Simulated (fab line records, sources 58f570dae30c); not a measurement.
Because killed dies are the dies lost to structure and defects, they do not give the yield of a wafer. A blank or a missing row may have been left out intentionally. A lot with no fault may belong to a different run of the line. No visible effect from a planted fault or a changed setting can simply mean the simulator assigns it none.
What tool caused it? | flow berkeley-cmos170 | 6 lots, 18 wafers sampled, at 3 steps of a route of 331

== WHAT EACH GAUGE READ, for each wafer ==
UCB170_PSD_TW_MEAS_10.
lot  | measured     | on            | PSD_TW
L798 | day 8 02:55  | film-metro-04 | 2314 2318 2310
L803 | day 8 08:48  | film-metro-02 | 2297 2291 2302
L806 | day 9 03:10  | film-metro-02 | 2303 2279 2297
L809 | day 9 19:14  | film-metro-01 | 2332 2329 2350
L811 | day 10 11:40 | film-metro-01 | 30 30 30
L820 | day 12 01:57 | film-metro-04 | 2350 2335 2339

== EACH LOT AND THE TOOL THAT RAN IT (in order: tool; ch and the chambers of the sampled wafers; start) ==
lot  | UCB170_NLDD_STRIP_10                 | UCB170_PSD_STRIP_09
L798 | plasma-asher-04 ch 0,1, day 7 13:32  | plasma-asher-02 ch 0,1, day 8 02:50
L803 | plasma-asher-03 ch 0,1, day 8 01:10  | plasma-asher-01 ch 0,1, day 8 08:42
L806 | plasma-asher-01 ch 0,1, day 8 18:06  | plasma-asher-03 ch 0,1, day 9 03:04
L809 | plasma-asher-04 ch 0,1, day 9 10:55  | plasma-asher-01 ch 0,1, day 9 19:08
L811 | plasma-asher-04 ch 0,1, day 10 03:02 | plasma-asher-01 ch 0,1, day 10 11:34
L820 | plasma-asher-01 ch 0,1, day 11 19:22 | plasma-asher-03 ch 0,1, day 12 01:50
- UCB170_NLDD_STRIP_10: strips in O2.
- UCB170_PSD_STRIP_09: strips in O2.

== THE ANSWER, worked out from the rows above alone ==
Rule: usual is defined by the lots themselves. The widest of any qualifying gaps counts: lots, ordered by their means at a reading, are off when they make up no more than a third of the lots, leave a main group of 4 or more, and stand apart from it by 3 or more times the standard deviation of that group's means. Not used: any main group whose means are identical at the precision the tables above print for the reading. A lot without any number at a reading at which 4 lots or more have one is off too. Any other lot the step has rows for is counted as sound.
Off: L811, seen at UCB170_PSD_TW_MEAS_10 (PSD_TW). Mean 2316 and standard deviation 20 in the main group.
If a tool, at a process step before that reading, ran all the lots that are off and no sound lot after the first of them, it fits. The gauges at UCB170_PSD_TW_MEAS_10 are tried like those tools. Can't be told from this: 3 tools fit, plasma-asher-04 at UCB170_NLDD_STRIP_10, plasma-asher-01 at UCB170_PSD_STRIP_09, film-metro-01 at UCB170_PSD_TW_MEAS_10.

== WHAT THE SIMULATOR HAD INSERTED ==
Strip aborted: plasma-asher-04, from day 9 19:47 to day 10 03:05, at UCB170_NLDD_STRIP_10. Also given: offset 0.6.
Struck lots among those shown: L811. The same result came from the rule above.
